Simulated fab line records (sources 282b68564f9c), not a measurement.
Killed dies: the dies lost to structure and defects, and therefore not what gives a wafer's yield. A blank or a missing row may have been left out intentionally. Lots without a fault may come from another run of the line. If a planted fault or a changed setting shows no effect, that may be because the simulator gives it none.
fab line records	flow ritCmos
record: lots: 7	wafers: 21	lastDay: 7
route steps=202 shown FOX2@24 NWELL@28 PWELL@39 WELLDRIVE@50 M1@202
lots that met no fault: taken from a fault-free run of the same line
startH: hours from the record's opening day to when the first of the lot's shown wafers began	waitH: time in hours since the lot's previous step	" unchanged from the row above	L1.1+2: a row that stands for several wafers	- either no value or no given start	* or withheld: withheld	< > ~ a bound
route shown NAME@n: NAME is a module with steps in the file, n the number in the route of the first one	usual: mean/standard deviation of fault-free wafers	same: alike in all rows	chamber/n: place in a boat	sites: each site's reading	_std_site: standard deviation of those values	_edge_site: the outer-site mean with the inner-site mean subtracted	radiusMm: for every site, how far away it sits from the centre of the wafer	mask NAME#n: copy n	behind: the most recent tool/chamber to have shaped the wafer	hold: why the lot went on hold/how many hours it stayed there/how the hold came to an end	device: the transistor (n, p or np) that didn't switch	end of line: at the end of the route, the tests of the same wafers	a step given without rows: its recipe and nothing more	killed: dies lost to structure and defects at the first sort, not the wafer's yield	map: a wafer's dies, x killed, . not, _ none there
set.NAME: the run value of the setting; set.NAME@STEP: its run value at that earlier step	model.NAME: the simulator's own value behind a step, which no gauge read
lots seen at some steps along the route; tables by step, rows by wafer
services: when a tool's chamber went out of use (startH, in hours from the record's first day, below 0 if earlier), for how many hours, and the reason
== steps ==
step: RIT_FOX2_THK_MEAS_01
recipe: reads: SiO2_of_FOX2_OXIDATION_00
usual: FOX2_OXIDE_THK: 350/5.6
lot.wafer	tool	chamber	startH	waitH	FOX2_OXIDE_THK[nm]
L909.2	filmMetro-02	-	20.10	0.0	349
L909.3	"	-	"	"	354
L909.4	"	-	"	"	352
L912.2	filmMetro-03	-	34.22	0.0	340
L912.4	"	-	"	"	347
L912.5	"	-	"	"	346
L920.1	filmMetro-02	-	73.84	0.0	352
L920.3	"	-	"	"	349
L920.6	"	-	"	"	343
L928.3	filmMetro-02	-	116.20	0.0	351
L928.5	"	-	"	"	354
L928.6	"	-	"	"	354
L929.3	filmMetro-04	-	119.67	0.0	350
L929.5	"	-	"	"	354
L929.6	"	-	"	"	352
L930.2	filmMetro-04	-	125.64	0.0	346
L930.4	"	-	"	"	343
L930.6	"	-	"	"	345
L931.3	filmMetro-04	-	129.64	0.0	351
L931.5	"	-	"	"	349
L931.6	"	-	"	"	346
step: RIT_FOX2_CLEAN_02
recipe: chemistry: dHF	dilution: 50:1	timeS: 180
step: RIT_FOX2_WET_ETCH_03
recipe: chemistry: H3PO4	target: Si3N4	targetDepthNm: 195	tempC: 165	timeS: 2700
step: RIT_FOX2_THK_MEAS_90
recipe: reads: SiO2_of_FOX2_OXIDATION_00
usual: FIELD_OXIDE_LEFT_1_THK: 323/5.6
lot.wafer	tool	chamber	startH	waitH	FIELD_OXIDE_LEFT_1_THK[nm]
L909.2	filmMetro-03	-	21.06	0.0	321
L909.3	"	-	"	"	327
L909.4	"	-	"	"	324
L912.2	filmMetro-02	-	35.10	0.0	313
L912.4	"	-	"	"	319
L912.5	"	-	"	"	318
L920.1	filmMetro-03	-	74.71	0.0	325
L920.3	"	-	"	"	322
L920.6	"	-	"	"	316
L928.3	filmMetro-02	-	117.08	0.0	323
L928.5	"	-	"	"	327
L928.6	"	-	"	"	327
L929.3	filmMetro-02	-	120.54	0.0	323
L929.5	"	-	"	"	327
L929.6	"	-	"	"	325
L930.2	filmMetro-04	-	126.52	0.0	319
L930.4	"	-	"	"	316
L930.6	"	-	"	"	318
L931.3	filmMetro-02	-	130.52	0.0	324
L931.5	"	-	"	"	322
L931.6	"	-	"	"	319
step: RIT_NWELL_HMDS_00
recipe: primeTimeS: 60	primeTempC: 140
step: RIT_NWELL_COAT_01
recipe: resist: NOVOLAK	spinRpm: 2000	resistThkNm: 1300
step: RIT_NWELL_SOFTBAKE_02
recipe: resist: NOVOLAK	tempC: 90	timeS: 60
step: RIT_NWELL_EXPOSE_03
recipe: maskId: M2	na: 0.57	targetCdNm: 43900	doseMj: 250
step: RIT_NWELL_PEB_04
recipe: resist: NOVOLAK	tempC: withheld	timeS: withheld
step: RIT_NWELL_DEVELOP_05
recipe: resist: NOVOLAK	developTimeS: 68	devTempC: 23
step: RIT_NWELL_OVL_MEAS_06
usual: NWELL_OVL: 1.0/1.3
lot.wafer	tool	chamber	startH	waitH	NWELL_OVL[nm]
L909.2	overlay-01	-	22.12	-	-0.8
L909.3	"	-	"	"	0.8
L909.4	"	-	"	"	0.2
L912.2	overlay-02	-	36.04	-	0.6
L912.4	"	-	"	"	0.8
L912.5	"	-	"	"	0.5
L920.1	overlay-01	-	75.78	-	-0.3
L920.3	"	-	"	"	-0.5
L920.6	"	-	"	"	0.4
L928.3	overlay-02	-	118.01	-	1.5
L928.5	"	-	"	"	0.5
L928.6	"	-	"	"	0.8
L929.3	overlay-01	-	121.60	-	2.1
L929.5	"	-	"	"	2.7
L929.6	"	-	"	"	1.6
L930.2	overlay-01	-	127.46	-	0.5
L930.4	"	-	"	"	0.8
L930.6	"	-	"	"	2.8
L931.3	overlay-01	-	131.58	-	-0.1
L931.5	"	-	"	"	0.4
L931.6	"	-	"	"	3.2
step: RIT_NWELL_HARDBAKE_07
recipe: resist: NOVOLAK	tempC: 140	timeS: 120
step: RIT_NWELL_IMPLANT_08
recipe: species: P	energyKev: 170	doseCm2: 5e+13	tiltDeg: 7
usual: doseIonsCm2: 5.001e+13/4.9e+10	faradayCurrentUA: 158/3.2
lot.wafer	tool	chamber	startH	waitH	doseIonsCm2	faradayCurrentUA
L909.2	implanter-04	0	22.43	0.2	5.008e+13	160
L909.3	"	0	"	"	4.997e+13	157
L909.4	"	0	"	"	5.004e+13	162
L912.2	implanter-02	0	36.34	0.2	4.999e+13	163
L912.4	"	0	"	"	4.994e+13	159
L912.5	"	0	"	"	4.996e+13	159
L920.1	implanter-01	0	76.06	0.2	4.999e+13	153
L920.3	"	0	"	"	4.991e+13	160
L920.6	"	0	"	"	5.002e+13	155
L928.3	implanter-01	0	118.34	0.2	4.998e+13	158
L928.5	"	0	"	"	4.995e+13	165
L928.6	"	0	"	"	4.997e+13	159
L929.3	implanter-04	0	121.92	0.2	3.728e+13	120
L929.5	"	0	"	"	3.723e+13	117
L929.6	"	0	"	"	3.727e+13	119
L930.2	implanter-04	0	127.76	0.2	3.72e+13	120
L930.4	"	0	"	"	3.723e+13	119
L930.6	"	0	"	"	3.727e+13	117
L931.3	implanter-04	0	131.90	0.2	3.726e+13	118
L931.5	"	0	"	"	3.728e+13	121
L931.6	"	0	"	"	3.719e+13	119
step: RIT_NWELL_STRIP_09
recipe: chemistry: O2	timeS: 180	resist: NOVOLAK	platenTempC: withheld	powerW: 500	pressureMtorr: 4000	o2FlowSccm: 4000
usual: drypumpMotorCurrentA: 6.1/0.45	o2FlowSccm: 4001/13	rfReflPowerW: 7.6/1.5
lot.wafer	tool	chamber	startH	waitH	drypumpMotorCurrentA	o2FlowSccm	rfHoursCounterH	rfReflPowerW
L909.2	plasmaAsher-02	1	22.55	0.1	6.5	3994	38	7.7
L909.3	"	0	"	"	5.3	4001	-	9.5
L909.4	"	1	"	"	6.5	3991	-	7.7
L912.2	plasmaAsher-01	0	36.47	0.1	6.3	4033	39	8.2
L912.4	"	0	"	"	6.3	3987	-	8.2
L912.5	"	1	"	"	5.9	4022	-	6.3
L920.1	plasmaAsher-01	1	76.21	0.1	5.9	3987	44	6.2
L920.3	"	0	"	"	6.3	4012	-	8.5
L920.6	"	1	"	"	5.9	4005	-	6.7
L928.3	plasmaAsher-03	0	118.49	0.1	6.5	3989	-	6.9
L928.5	"	0	"	"	6.5	3981	-	7.0
L928.6	"	1	"	"	6.3	3994	-	4.8
L929.3	plasmaAsher-01	1	122.08	0.1	5.9	3987	-	6.3
L929.5	"	0	"	"	6.3	4019	-	8.4
L929.6	"	1	"	"	5.9	4002	-	6.4
L930.2	plasmaAsher-03	1	127.89	0.1	6.3	4002	1	4.9
L930.4	"	1	"	"	6.3	4004	-	5.3
L930.6	"	1	"	"	6.3	3985	-	5.0
L931.3	plasmaAsher-01	0	132.06	0.1	6.3	4020	-	8.5
L931.5	"	1	"	"	5.9	4004	-	6.2
L931.6	"	0	"	"	6.3	3992	-	8.6
step: RIT_NWELL_TW_MEAS_10
usual: NWELL_TW: 2156/21
lot.wafer	tool	chamber	startH	waitH	NWELL_TW
L909.2	filmMetro-04	-	22.74	0.1	2139
L909.3	"	-	"	"	2145
L909.4	"	-	"	"	2132
L912.2	filmMetro-02	-	36.65	0.1	2192
L912.4	"	-	"	"	2180
L912.5	"	-	"	"	2174
L920.1	filmMetro-01	-	76.39	0.1	2188
L920.3	"	-	"	"	2174
L920.6	"	-	"	"	2188
L928.3	filmMetro-02	-	118.63	0.1	2164
L928.5	"	-	"	"	2176
L928.6	"	-	"	"	2160
L929.3	filmMetro-04	-	122.22	0.1	1951
L929.5	"	-	"	"	1951
L929.6	"	-	"	"	1952
L930.2	filmMetro-02	-	128.07	0.1	1961
L930.4	"	-	"	"	1976
L930.6	"	-	"	"	1964
L931.3	filmMetro-04	-	132.20	0.1	1949
L931.5	"	-	"	"	1951
L931.6	"	-	"	"	1950
step: RIT_PWELL_HMDS_00
recipe: primeTimeS: 60	primeTempC: 140
step: RIT_PWELL_COAT_01
recipe: resist: NOVOLAK	spinRpm: 2000	resistThkNm: 1300
step: RIT_PWELL_SOFTBAKE_02
recipe: resist: NOVOLAK	tempC: 90	timeS: 60
step: RIT_PWELL_EXPOSE_03
recipe: maskId: M3	na: 0.57	targetCdNm: 43700	doseMj: 250
step: RIT_PWELL_PEB_04
recipe: resist: NOVOLAK	tempC: withheld	timeS: withheld
step: RIT_PWELL_DEVELOP_05
recipe: resist: NOVOLAK	developTimeS: 68	devTempC: 23
step: RIT_PWELL_OVL_MEAS_06
usual: PWELL_OVL: -0.1/1.5
lot.wafer	tool	chamber	startH	waitH	PWELL_OVL[nm]
L909.2	overlay-01	-	23.84	-	0.0
L909.3	"	-	"	"	-0.5
L909.4	"	-	"	"	-0.6
L912.2	overlay-02	-	37.86	-	-2.0
L912.4	"	-	"	"	0.9
L912.5	"	-	"	"	-0.1
L920.1	overlay-01	-	77.45	-	1.6
L920.3	"	-	"	"	0.8
L920.6	"	-	"	"	1.3
L928.3	overlay-01	-	119.56	-	0.5
L928.5	"	-	"	"	0.7
L928.6	"	-	"	"	-1.1
L929.3	overlay-01	-	123.27	-	-2.8
L929.5	"	-	"	"	-2.6
L929.6	"	-	"	"	-2.0
L930.2	overlay-01	-	129.13	-	-1.4
L930.4	"	-	"	"	-2.3
L930.6	"	-	"	"	-2.7
L931.3	overlay-01	-	133.31	-	0.9
L931.5	"	-	"	"	1.7
L931.6	"	-	"	"	3.4
step: RIT_PWELL_HARDBAKE_07
recipe: resist: NOVOLAK	tempC: 140	timeS: 120
step: RIT_PWELL_IMPLANT_08
recipe: species: B	energyKev: 170	doseCm2: 7e+13	tiltDeg: 7
step: RIT_PWELL_STRIP_09
recipe: chemistry: O2	timeS: 180	resist: NOVOLAK	platenTempC: withheld	powerW: 500	pressureMtorr: 4000	o2FlowSccm: 4000
usual: drypumpMotorCurrentA: 6.0/0.46	o2FlowSccm: 3999/13	rfReflPowerW: 7.4/1.6
lot.wafer	tool	chamber	startH	waitH	drypumpMotorCurrentA	o2FlowSccm	rfHoursCounterH	rfReflPowerW
L909.2	plasmaAsher-03	1	24.27	0.1	6.3	4000	37	5.0
L909.3	"	0	"	"	6.5	3990	-	7.0
L909.4	"	1	"	"	6.3	4015	-	5.0
L912.2	plasmaAsher-02	1	38.29	0.1	6.5	3989	40	7.7
L912.4	"	1	"	"	6.5	3998	-	7.8
L912.5	"	1	"	"	6.5	3994	-	7.8
L920.1	plasmaAsher-04	0	77.89	0.1	6.1	4009	30	6.8
L920.3	"	1	"	"	6.1	4006	-	5.8
L920.6	"	0	"	"	6.0	4019	-	6.9
L928.3	plasmaAsher-04	1	120.04	0.1	6.2	4009	-	5.9
L928.5	"	0	"	"	6.0	3978	-	6.9
L928.6	"	1	"	"	6.1	4008	-	6.1
L929.3	plasmaAsher-04	1	123.76	0.1	6.2	4002	-	5.7
L929.5	"	1	"	"	6.2	3993	-	5.8
L929.6	"	0	"	"	6.0	4012	-	6.7
L930.2	plasmaAsher-02	0	129.56	0.1	5.3	4021	51	10.0
L930.4	"	1	"	"	6.4	4002	-	7.8
L930.6	"	1	"	"	6.5	4004	-	7.5
L931.3	plasmaAsher-02	1	133.79	0.1	6.5	4017	-	7.6
L931.5	"	1	"	"	6.5	4014	-	7.6
L931.6	"	0	"	"	5.3	3986	-	9.7
step: RIT_PWELL_TW_MEAS_10
usual: PWELL_TW: 958/8.7
lot.wafer	tool	chamber	startH	waitH	PWELL_TW
L909.2	filmMetro-01	-	24.45	0.1	973
L909.3	"	-	"	"	964
L909.4	"	-	"	"	973
L912.2	filmMetro-02	-	38.47	0.1	966
L912.4	"	-	"	"	973
L912.5	"	-	"	"	970
L920.1	filmMetro-02	-	78.07	0.1	965
L920.3	"	-	"	"	964
L920.6	"	-	"	"	964
L928.3	filmMetro-04	-	120.18	0.1	949
L928.5	"	-	"	"	948
L928.6	"	-	"	"	948
L929.3	filmMetro-04	-	123.89	0.1	954
L929.5	"	-	"	"	955
L929.6	"	-	"	"	954
L930.2	filmMetro-04	-	129.75	0.1	959
L930.4	"	-	"	"	953
L930.6	"	-	"	"	948
L931.3	filmMetro-01	-	133.93	0.1	965
L931.5	"	-	"	"	970
L931.6	"	-	"	"	964
step: RIT_WELLDRIVE_ANNEAL_00
recipe: tempC: 1100	timeS: 14700	ambient: N2
step: RIT_WELLDRIVE_RS_MEAS_01
recipe: thkMeasGauge: four-point-probe
usual: NWELL_RS: 275.5/0.73
lot.wafer	tool	chamber	startH	waitH	NWELL_RS[ohm/sq]
L909.2	filmMetro-02	-	29.60	0.0	275.2
L909.3	"	-	"	"	275.5
L909.4	"	-	"	"	276.6
L912.2	filmMetro-01	-	43.63	0.0	275.2
L912.4	"	-	"	"	276.1
L912.5	"	-	"	"	275.3
L920.1	filmMetro-02	-	84.00	0.0	275.0
L920.3	"	-	"	"	274.1
L920.6	"	-	"	"	275.3
L928.3	filmMetro-02	-	126.85	0.0	275.0
L928.5	"	-	"	"	274.6
L928.6	"	-	"	"	275.2
L929.3	filmMetro-02	-	129.07	0.0	329.1
L929.5	"	-	"	"	329.5
L929.6	"	-	"	"	330.2
L930.2	filmMetro-02	-	134.90	0.0	332.3
L930.4	"	-	"	"	331.7
L930.6	"	-	"	"	331.9
L931.3	filmMetro-01	-	139.16	0.0	332.2
L931.5	"	-	"	"	333.4
L931.6	"	-	"	"	333.3
step: RIT_WELLDRIVE_RS_MEAS_02
recipe: thkMeasGauge: four-point-probe
usual: PWELL_RS: 429.4/1.3
lot.wafer	tool	chamber	startH	waitH	PWELL_RS[ohm/sq]
L909.2	filmMetro-02	-	29.72	0.1	430.0
L909.3	"	-	"	"	430.9
L909.4	"	-	"	"	430.9
L912.2	filmMetro-01	-	43.75	0.1	427.8
L912.4	"	-	"	"	427.4
L912.5	"	-	"	"	428.3
L920.1	filmMetro-02	-	84.12	0.1	430.9
L920.3	"	-	"	"	432.0
L920.6	"	-	"	"	430.2
L928.3	filmMetro-02	-	126.97	0.1	430.0
L928.5	"	-	"	"	432.6
L928.6	"	-	"	"	431.1
L929.3	filmMetro-02	-	129.19	0.1	429.3
L929.5	"	-	"	"	430.7
L929.6	"	-	"	"	430.3
L930.2	filmMetro-02	-	135.02	0.1	427.9
L930.4	"	-	"	"	428.6
L930.6	"	-	"	"	429.9
L931.3	filmMetro-01	-	139.28	0.1	427.3
L931.5	"	-	"	"	427.9
L931.6	"	-	"	"	427.6
step: RIT_M1_PROBE_99
usual: killedAtContacts: 0.1/0.34	killedAtFrontEnd: 6.9/2.8	killedDies: 7.1/2.8	killedOpen: 3.4/1.9	killedShort: 3.6/1.7
same: grossDies: 264	killed_at_M0_to_M3: 0	killed_at_M4_up: 0	killedAtBackSide: 0	killedAtOther: 0
lot.wafer	tool	chamber	startH	waitH	killedAtContacts	killedAtFrontEnd	killedDies	killedOpen	killedShort	model.etest.pmos_0p3.rOnOhmUm	model.etest.nwellPinched.rsOhmSq	model.etest.wellEdgeLeft.lineOhmUm	model.etest.wellEdgeRight.lineOhmUm	model.etest.pmos_0p3.driveUaUm	model.etest.fieldPMetal.vtV	model.etest.fieldP.vtV	model.etest.isoNwellNwell.bvV
L909.2	prober-01	-	63.56	0.1	0	10	10	5	5	5974	339.2	181.3	181.7	108.2	-29.32	-12.75	21.98
L909.3	prober-01	-	63.61	0.2	0	10	10	5	5	5980	337.6	185	181.7	108.8	-28.99	-12.81	22.06
L909.4	prober-01	-	63.66	0.2	0	11	11	7	4	5910	342.6	183.5	183.8	108.8	-28.77	-12.76	22.3
L912.2	prober-02	-	76.27	0.1	0	8	8	5	3	5944	340.6	184.6	182.7	109.2	-28.27	-12.16	22.46
L912.4	prober-02	-	76.37	0.2	0	6	6	2	4	5953	345.6	184.6	181.6	107.8	-28.18	-12.09	22.13
L912.5	prober-02	-	76.42	0.2	0	9	9	6	3	6107	344.1	181.5	183.1	106.4	-27.8	-12.18	22.26
L920.1	prober-02	-	114.14	0.1	0	6	6	3	3	6190	333.7	182.9	182.7	102.5	-29.95	-12.88	22.04
L920.3	prober-02	-	114.24	0.2	0	3	3	1	2	6448	336.7	181.1	181.2	98.34	-29.88	-12.96	21.83
L920.6	prober-02	-	114.39	0.2	0	6	6	3	2	6334	337.7	182.7	182.3	100.4	-31.04	-12.97	22.11
L928.3	prober-01	-	157.01	0.2	0	10	10	5	5	6201	342.1	182.2	181.1	103.1	-29.15	-12.81	22.15
L928.5	prober-01	-	157.11	0.2	0	10	10	4	6	6245	337.1	184.1	184.3	101.8	-29.15	-12.83	22.18
L928.6	prober-01	-	157.16	0.2	0	6	6	5	1	6162	338.8	180	182.5	101.9	-29.25	-12.75	22.34
L929.3	prober-02	-	159.01	0.2	0	12	12	7	5	6218	405.9	223.8	223.9	103.4	-26.43	-11.48	23.15
L929.5	prober-02	-	159.11	0.2	0	5	5	2	3	6247	405.4	225.9	223.2	104.3	-26.79	-11.42	23.28
L929.6	prober-02	-	159.16	0.2	0	12	12	10	2	6287	410.2	223.7	225.9	103	-26.48	-11.4	22.79
L930.2	prober-01	-	165.92	0.1	0	12	12	7	5	6115	409.9	224.1	227.1	106.6	-25.74	-11.19	23.7
L930.4	prober-01	-	166.02	0.2	0	6	6	4	2	6220	411.4	224.3	223.5	104.4	-26.53	-11.29	23.76
L930.6	prober-01	-	166.12	0.2	0	15	15	6	9	6264	410.5	226.3	226.2	102.7	-26.5	-11.22	23.79
L931.3	prober-02	-	173.38	0.2	0	10	10	5	5	5896	410	230.4	230.4	111.9	-25.44	-10.98	23.42
L931.5	prober-02	-	173.48	0.2	1	9	10	5	5	5991	412.7	229.3	227.3	109.2	-25.81	-11.01	23.6
L931.6	prober-02	-	173.53	0.2	0	9	9	6	3	5917	418.1	228.9	225.3	111.2	-25.55	-10.9	23.46
killed by level:class
L909.2 GATE:geometricParticle:open=3 REOX:geometricParticle:open=2 SPACER:geometricParticle:short=2 SILICIDE:geometricParticle:short=2 REOX:geometricParticle:short=1
L909.3 GATE:geometricParticle:open=3 GATE:geometricParticle:short=2 SILICIDE:geometricParticle:open=2 FOX1:geometricParticle:short=1 REOX:geometricParticle:short=1 SPACER:geometricParticle:short=1
L909.4 REOX:geometricParticle:short=3 SILICIDE:geometricParticle:open=3 GATE:geometricParticle:open=2 REOX:geometricParticle:open=1 SPACER:geometricParticle:open=1 SPACER:geometricParticle:short=1
L912.2 REOX:geometricParticle:open=2 SPACER:geometricParticle:short=2 FOX1:geometricParticle:open=1 GATE:geometricParticle:short=1 SPACER:geometricParticle:open=1 SILICIDE:geometricParticle:open=1
L912.4 SILICIDE:geometricParticle:short=2 FOX2:geometricParticle:open=1 GATE:geometricParticle:short=1 REOX:geometricParticle:open=1 REOX:geometricParticle:short=1
L912.5 GATE:geometricParticle:short=3 REOX:geometricParticle:open=3 GATE:geometricParticle:open=2 SILICIDE:geometricParticle:open=1
L920.1 GATE:geometricParticle:short=2 GATE:geometricParticle:open=2 FOX1:geometricParticle:short=1 FOX1:geometricParticle:open=1
L920.3 REOX:geometricParticle:open=1 REOX:geometricParticle:short=1 SPACER:geometricParticle:short=1
L920.6 GATE:geometricParticle:open=2 GATE:geometricParticle:short=1 SPACER:geometricParticle:open=1 SPACER:geometricParticle:short=1 PSD:coatMicrobubblePrinted=1
L928.3 GATE:geometricParticle:open=4 GATE:geometricParticle:short=3 REOX:geometricParticle:short=1 SPACER:geometricParticle:open=1 SILICIDE:geometricParticle:short=1
L928.5 GATE:geometricParticle:short=4 GATE:geometricParticle:open=2 FOX2:geometricParticle:open=1 SPACER:geometricParticle:open=1 SPACER:geometricParticle:short=1 SILICIDE:geometricParticle:short=1
L928.6 REOX:geometricParticle:open=3 FOX2:geometricParticle:open=1 GATE:geometricParticle:open=1 SILICIDE:geometricParticle:short=1
L929.3 GATE:geometricParticle:open=5 GATE:geometricParticle:short=3 SPACER:geometricParticle:open=2 REOX:geometricParticle:short=1 SPACER:geometricParticle:short=1
L929.5 FOX1:geometricParticle:short=2 ACTIVE:geometricParticle:open=1 GATE:geometricParticle:open=1 SPACER:geometricParticle:short=1
L929.6 GATE:geometricParticle:open=4 SILICIDE:geometricParticle:open=3 FOX1:geometricParticle:open=1 GATE:geometricParticle:short=1 REOX:geometricParticle:open=1 SPACER:geometricParticle:short=1 SPACER:geometricParticle:open=1
L930.2 GATE:geometricParticle:open=3 FOX1:geometricParticle:short=2 GATE:geometricParticle:short=2 REOX:geometricParticle:open=2 FOX1:geometricParticle:open=1 REOX:geometricParticle:short=1 SILICIDE:geometricParticle:open=1
L930.4 REOX:geometricParticle:open=2 SILICIDE:geometricParticle:short=1 GATE:geometricParticle:short=1 GATE:geometricParticle:open=1 SPACER:geometricParticle:open=1
L930.6 GATE:geometricParticle:short=6 GATE:geometricParticle:open=3 FOX2:geometricParticle:open=2 FOX1:geometricParticle:short=1 FOX1:geometricParticle:open=1 SPACER:geometricParticle:short=1 SILICIDE:geometricParticle:short=1
L931.3 GATE:geometricParticle:short=3 GATE:geometricParticle:open=2 SILICIDE:geometricParticle:open=2 FOX1:geometricParticle:short=1 SPACER:geometricParticle:open=1 SILICIDE:geometricParticle:short=1
L931.5 GATE:geometricParticle:open=4 FOX2:geometricParticle:short=2 GATE:geometricParticle:short=1 SPACER:geometricParticle:short=1 SILICIDE:geometricParticle:open=1 CONTACT:geometricParticle:short=1
L931.6 GATE:geometricParticle:open=4 GATE:geometricParticle:short=2 REOX:geometricParticle:open=1 SILICIDE:geometricParticle:open=1 SILICIDE:geometricParticle:short=1
== services ==
tool	chamber	startH	hours	kind
implanter-02	-	1.50	3.9	pm
implanter-02	-	7.59	6.1	repair
implanter-01	-	15.22	1.2	repair
plasmaAsher-02	-	40.67	2.8	pm
plasmaAsher-03	-	57.75	28.1	pm
implanter-02	-	63.05	8.7	repair
implanter-04	-	66.61	0.9	repair
implanter-02	-	71.75	4.6	pm
implanter-02	-	74.58	5.2	repair
implanter-04	-	89.28	13.6	repair
implanter-04	-	92.22	3.7	repair
implanter-02	-	94.75	9.8	pm
plasmaAsher-03	-	105.49	1.6	repair
plasmaAsher-03	-	108.75	9.0	pm
plasmaAsher-03	0	108.75	9.0	ventCycle
plasmaAsher-03	1	108.75	9.0	ventCycle
plasmaAsher-01	-	111.83	4.1	repair
plasmaAsher-03	0	117.75	-	clean
plasmaAsher-03	1	117.75	-	clean
implanter-01	-	128.43	8.8	repair
== key ==
firstSign: step: RIT_NWELL_IMPLANT_08	reading: doseIonsCm2	direction: down	sigmas: 99+	usual: 5.001e+13	struck: 3.724e+13
effect: step: RIT_NWELL_IMPLANT_08	reading: faradayCurrentUA	direction: down	sigmas: 12	usual: 158	struck: 119
effect: step: RIT_NWELL_TW_MEAS_10	reading: NWELL_TW	direction: down	sigmas: 9.5	usual: 2156	struck: 1956
effect: step: RIT_WELLDRIVE_RS_MEAS_01	reading: NWELL_RS	direction: up	sigmas: 76	usual: 275.5	struck: 331.5
modelEffect: step: RIT_M1_PROBE_99	value: etest.pmos_0p3.rOnOhmUm	without: 6388	struck: 6128
metAt RIT_NWELL_IMPLANT_08
struckWafers L929.3,L929.5,L929.6,L930.2,L930.4,L930.6,L931.3,L931.5,L931.6
testerLeftOut L929,L930,L931
onsetBetween 22.43 121.92
fault: kind: processParameterDrift	tool: implanter-04	chamber: -	onsetH: 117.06	steps: RIT_NWELL_IMPLANT_08	channel: doseCm2	offset: -1.2755e+13	shape: step	endH: 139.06	actsIn: theseRecipesOnly	stated: 5e+13
testerLeftOut: of these lots the tester's yield and bins aren't shown, on N5 and GAA mostly nor the transistor test; their killed dies are dies lost to structure and defects alone, not to doping, threshold or leakage, so they don't give the yield
